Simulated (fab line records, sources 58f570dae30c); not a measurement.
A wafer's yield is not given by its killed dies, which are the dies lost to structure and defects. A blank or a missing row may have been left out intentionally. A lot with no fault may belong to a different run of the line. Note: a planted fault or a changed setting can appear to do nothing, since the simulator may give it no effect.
A lot that was struck, set against a sound lot :: flow berkeleyCmos170 :: 44 out of 331 route steps
Sound: these wafers, L888.3, L888.4, L888.6. Wafers struck: L899.1, L899.4, L899.5. The cause comes at the end.
Per side, at each step with rows, come the tool, then ch with its chambers, and then its first start. Under that, the readings that differ: sound wafers :: struck wafers :: difference of the means :: sigmas: that difference in standard deviations of wafers without a fault.
alike: readings whose means differ by less than 2 such deviations, and words and numbers that are the same on both sides. not compared: withheld readings, readings that some wafer has no value for, bounds like >300 that may hide the same value, and numbers for which the record gives no deviation and whose values overlap.
A row with sigmas, a row that says differs or no value, or rows on one side alone: a step with any of these is where the two part. Non-overlapping numbers with no deviation appear without sigmas and do not part them. A reading that every wafer of one side lacks parts them only if that side has two wafers or more.

first, 5 steps without rows for these wafers: UCB170_CONTACT_COAT_10 (resist thk 891.4 nm); UCB170_CONTACT_SOFTBAKE_11 (time 60 s); UCB170_CONTACT_EXPOSE_12 (exposes mask CONT, target cd 700 nm); UCB170_CONTACT_PEB_13; UCB170_CONTACT_DEVELOP_14 (develop time 45 s).
UCB170_CONTACT_CD_MEAS_15: target cd 700 nm.
  sound on cdSem-02 at day 6 16:54; struck on cdSem-02 at day 8 22:25
  alike: cdNm
UCB170_CONTACT_OVL_MEAS_16:
  sound on overlay-01 at day 6 16:59; struck on overlay-01 at day 8 22:32
reading: CONTACT_OVL (nm)
sound: -8 -10 -10
struck: 3 4 1
difference: +12
sigmas: +2
then, 2 steps without rows for these wafers: UCB170_CONTACT_ETCH_17 (etches BARC in N2/H2); UCB170_CONTACT_ETCH_18 (etches PSG in CHF3/CF4/Ar, stops on TiSi2, target depth 840 nm, time 195 s).
UCB170_CONTACT_STRIP_19: strips in O2.
  sound on plasmaAsher-03 ch 0,1, day 6 17:13; struck on plasmaAsher-03 ch 0,1, day 8 22:44
  alike: drypumpMotorCurrentA, oesProductAu
  not compared: rfHoursCounterH
UCB170_CONTACT_CD_MEAS_90: target cd 700 nm.
  sound on cdSem-02 at day 6 17:19; struck on cdSem-01 at day 8 22:50
  alike: cdNm
then, 1 step without rows for these wafers: UCB170_CONTACT_CLEAN_20 (cleans in SPM, time 600 s).
UCB170_M1_SPUTTER_00: material Al, target thk 600 nm, time 80 s.
  sound on pvdSputter-03 at day 6 17:34; struck on pvdSputter-01 at day 8 23:08
reading: cathodeDcPowerW (W)
sound: 6000.0 6002.9 6001.8
struck: 7284.4 7283.8 7284.0
difference: +1282.5
sigmas: +99 or more

reading: model.Al_of_M1_SPUTTER_00.thkNm (nm)
sound: 602.1 608.1 608
struck: 729 730.5 729.7
difference: +124
sigmas: 
  alike: throttleValvePct
UCB170_M1_RS_MEAS_01: uses a four-point probe to measure.
  sound on filmMetro-02 at day 6 17:40; struck on filmMetro-01 at day 8 23:11
reading: M1_AL_RS (ohm/sq)
sound: 0.0485 0.0480 0.0480
struck: 0.0398 0.0397 0.0398
difference: -0.0084
sigmas: -21
UCB170_M1_THK_MEAS_02: measures by xrf.
  sound on filmMetro-02 at day 6 17:46; struck on filmMetro-01 at day 8 23:19
reading: M1_AL_THK (nm)
sound: 600 608 604
struck: 721 721 719
difference: +116
sigmas: +16
then, 6 steps without rows for these wafers: UCB170_M1_COAT_03; UCB170_M1_COAT_04 (resist thk 900 nm); UCB170_M1_SOFTBAKE_05 (time 60 s); UCB170_M1_EXPOSE_06 (exposes mask METAL1, target cd 700 nm); UCB170_M1_PEB_07; UCB170_M1_DEVELOP_08 (develop time 45 s).
UCB170_M1_CD_MEAS_09: target cd 700 nm.
  sound on cdSem-01 at day 6 18:58; struck on cdSem-02 at day 9 01:13
  alike: cdNm
UCB170_M1_OVL_MEAS_10:
  sound on overlay-02 at day 6 19:04; struck on overlay-01 at day 9 01:20
reading: M1_OVL (nm)
sound: -11 -8 -9
struck: 1 4 5
difference: +13
sigmas: +3
UCB170_M1_ETCH_11: etches BARC in N2/H2.
  sound on rieDiel-03 ch 1,3, day 6 19:05; struck on rieDiel-04 ch 1,2,3, day 9 01:22
  alike: drypumpMotorCurrentA, oesProductAu, throttleValvePct
UCB170_M1_METAL_ETCH_12: etches Al in Cl2/BCl3, stops on PSG, target depth 780 nm, time 130 s.
  sound on rieMetal-03 ch 0,1, day 6 19:10; struck on rieMetal-03 ch 0,1, day 9 01:24
reading: oesProductAu (a.u.)
sound: 0.846 0.884 0.864
struck: 0.965 0.973 0.945
difference: +0.096
sigmas: +8
  alike: drypumpMotorCurrentA, throttleValvePct
  not compared: rfHoursCounterH
UCB170_M1_STRIP_13: strips in O2.
  sound on plasmaAsher-01 ch 0,1, day 6 19:17; struck on plasmaAsher-02 ch 0,1, day 9 01:32
  alike: drypumpMotorCurrentA, oesProductAu
  not compared: rfHoursCounterH
UCB170_M1_CD_MEAS_90: target cd 700 nm.
  sound on cdSem-02 at day 6 19:23; struck on cdSem-02 at day 9 01:44
  alike: cdNm
then, 1 step without rows for these wafers: UCB170_M1_ANNEAL_14 (time 1200 s).
UCB170_V1_CVD_00: deposits SiO2 from TEOS/O2, target thk 2000 nm, time 250 s.
  sound on pecvd-01 ch 0,1, day 6 21:52; struck on pecvd-02 ch 0,1,2, day 9 04:07
  alike: heaterPowerW
UCB170_V1_THK_MEAS_01:
  sound on filmMetro-04 at day 6 22:03; struck on filmMetro-04 at day 9 04:16
  alike: V1_TEOS_THK
UCB170_V1_CMP_02: polishes SiO2.
  sound on cmp-01 ch 1,3, day 6 22:08; struck on cmp-02 ch 0,1,3, day 9 04:31
  alike: motorCurrentA
UCB170_V1_BOW_MEAS_03:
  sound on filmMetro-04 at day 6 22:26; struck on filmMetro-01 at day 9 04:46
  alike: V1_BOW
UCB170_V1_THK_MEAS_04:
  sound on filmMetro-04 at day 6 22:32; struck on filmMetro-01 at day 9 04:53
  alike: V1_POLISHED_THK
then, 7 steps without rows for these wafers: UCB170_V1_CLEAN_05 (cleans in DIW); UCB170_V1_HMDS_06 (prime time 60 s); UCB170_V1_COAT_07 (resist thk 900 nm); UCB170_V1_SOFTBAKE_08 (time 60 s); UCB170_V1_EXPOSE_09 (exposes mask VIA1, target cd 700 nm); UCB170_V1_PEB_10; UCB170_V1_DEVELOP_11 (develop time 45 s).
UCB170_V1_CD_MEAS_12: target cd 700 nm.
  sound on cdSem-01 at day 7 02:50; struck on cdSem-02 at day 9 06:51
  alike: cdNm
UCB170_V1_OVL_MEAS_13:
  sound on overlay-02 at day 7 02:56; struck on overlay-02 at day 9 06:58
  alike: V1_OVL
UCB170_V1_ETCH_14: etches SiO2 in CHF3/CF4/Ar, stops on Al, target depth 1250 nm, time 291 s.
  sound on rieDiel-01 ch 1,3, day 7 02:58; struck on rieDiel-02 ch 0,1,2, day 9 07:00
reading: model.Al_of_M1_SPUTTER_00.thkNm (nm)
sound: 602.1 608 607.9
struck: 729 730.5 729.7
difference: +124
sigmas: 
  alike: drypumpMotorCurrentA, oesProductAu, throttleValvePct
  not compared: rfHoursCounterH
UCB170_M3_PROBE_99:
  sound on prober-01 at day 7 13:37; struck on prober-02 at day 9 16:58
  no value came back on the struck wafers for model.etest.tester.sortNPass, model.etest.tester.sortYieldPct (%); on the sound wafers model.etest.tester.sortNPass reads 260 263 261
reading: model.etest.m1CombOverSteps.leakLog10AUm
sound: -12.87 -12.65 -12.85
struck: -5.696 -4.941 -4.33
difference: +7.801
sigmas: 

reading: model.etest.ring.quietLog10A (angstrom)
sound: -8.722 -8.906 -8.809
struck: -3.884 -2.925 -2.33
difference: +5.766
sigmas: 

reading: model.etest.m1.rsOhmSq
sound: 0.04823 0.0481 0.04772
struck: 0.03945 0.03999 0.03984
difference: -0.00826
sigmas: 

reading: model.etest.antennaM1.vtShiftV (V)
sound: -0.006137 -0.01031 -0.008589
struck: -0.003725 -0.003732 -0.003925
difference: +0.004551
sigmas: 

WHERE THEY PART
Last at UCB170_M3_PROBE_99 as far as this record goes, first at UCB170_CONTACT_OVL_MEAS_16.

WHY: what the simulator had put in
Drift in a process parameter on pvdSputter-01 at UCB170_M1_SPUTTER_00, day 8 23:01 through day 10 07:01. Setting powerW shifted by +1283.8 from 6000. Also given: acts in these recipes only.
